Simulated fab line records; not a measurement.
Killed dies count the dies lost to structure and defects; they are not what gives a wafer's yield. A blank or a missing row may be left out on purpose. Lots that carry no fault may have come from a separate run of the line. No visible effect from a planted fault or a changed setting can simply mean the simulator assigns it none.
8D (eight disciplines) problem report, filled in by code + flow rit_cmos + the parts of the form that need people (team, actions taken, sign-off) are left out

## 1. THE PROBLEM
PWELL_TW at RIT_PWELL_TW_MEAS_10 reads a mean of 2014 on 6 wafers of 2 lots; wafers without a fault read 949 with a standard deviation of 6.5. So: +99 or more standard deviations from the usual mean.
Seen first at day 3 22:01 on film_metro-03, wafer L339.3. The record has a number at this step for 42 wafers belonging to 14 lots. Rule for "out", or "out of limits": more than 4 standard deviations from the usual mean. Any other wafer with a number is counted as sound.

## 2. WHAT IT IS; WHAT IT IS NOT
| question                    | is                           | is not                                                                                       |
|-----------------------------|------------------------------|----------------------------------------------------------------------------------------------|
| which readings at this step | PWELL_TW                     | -                                                                                            |
| which lots                  | L339, L340                   | L331, L332, L333, L334, L335, L336, L338, L341, L349, L350, L351, L353                       |
| which wafers of those lots  | all that have a number       | -                                                                                            |
| read on which gauges        | film_metro-03, film_metro-04 | film_metro-01                                                                                |
| when                        | from day 3 22:01             | up to then (21 sound wafers); but 15 sound wafers of L341, L349, L350, L351, L353 came after |

## 3. SUSPECTS, AND WHAT RULES EACH OUT
Counting: a tool at a process step up to the reading stays a suspect if it ran every lot that is out and no sound lot after the first of them.
- the gauge at RIT_PWELL_TW_MEAS_10: ruled out. 2 gauges (film_metro-03, film_metro-04) read the wafers that are out.
- litho_track-02 at RIT_NWELL_COAT_01 (resist thk 1300 nm): ruled out as a lasting fault. Sound lots L353 ran on it after its first lot that is out, L339 (day 3 18:54).
Left after counting: nothing in the record.

## 4. THE CAUSE (what the simulator had put in)
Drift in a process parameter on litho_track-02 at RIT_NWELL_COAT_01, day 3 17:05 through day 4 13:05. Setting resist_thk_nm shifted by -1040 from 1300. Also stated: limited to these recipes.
Counting ruled it out, wrongly: the rule takes a fault to strike every lot that its tool runs from its start on, and this one did not.

## 5. THE EFFECT CHAIN, in route order
Each row: a reading whose mean over the struck wafers that have a number lies more than 3 standard deviations from the usual. Scope: only readings with a usual standard deviation given in the record; hours: median across lots of the time from each lot's start at the first step in this table that gives one to its start at this step; sigmas: change in usual standard deviations.
| hours | step                 | reading  | usual | on struck wafers | change | sigmas      |
|-------|----------------------|----------|-------|------------------|--------|-------------|
| 0     | RIT_PWELL_TW_MEAS_10 | PWELL_TW | 949   | 2014             | +1065  | +99 or more |

## 6. WHAT WOULD HAVE CAUGHT IT SOONER
Counted from the fault's start at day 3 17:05, it took 5 hours until the first out-of-limits reading at a measuring or inspecting step in this record, taken at day 3 22:01.
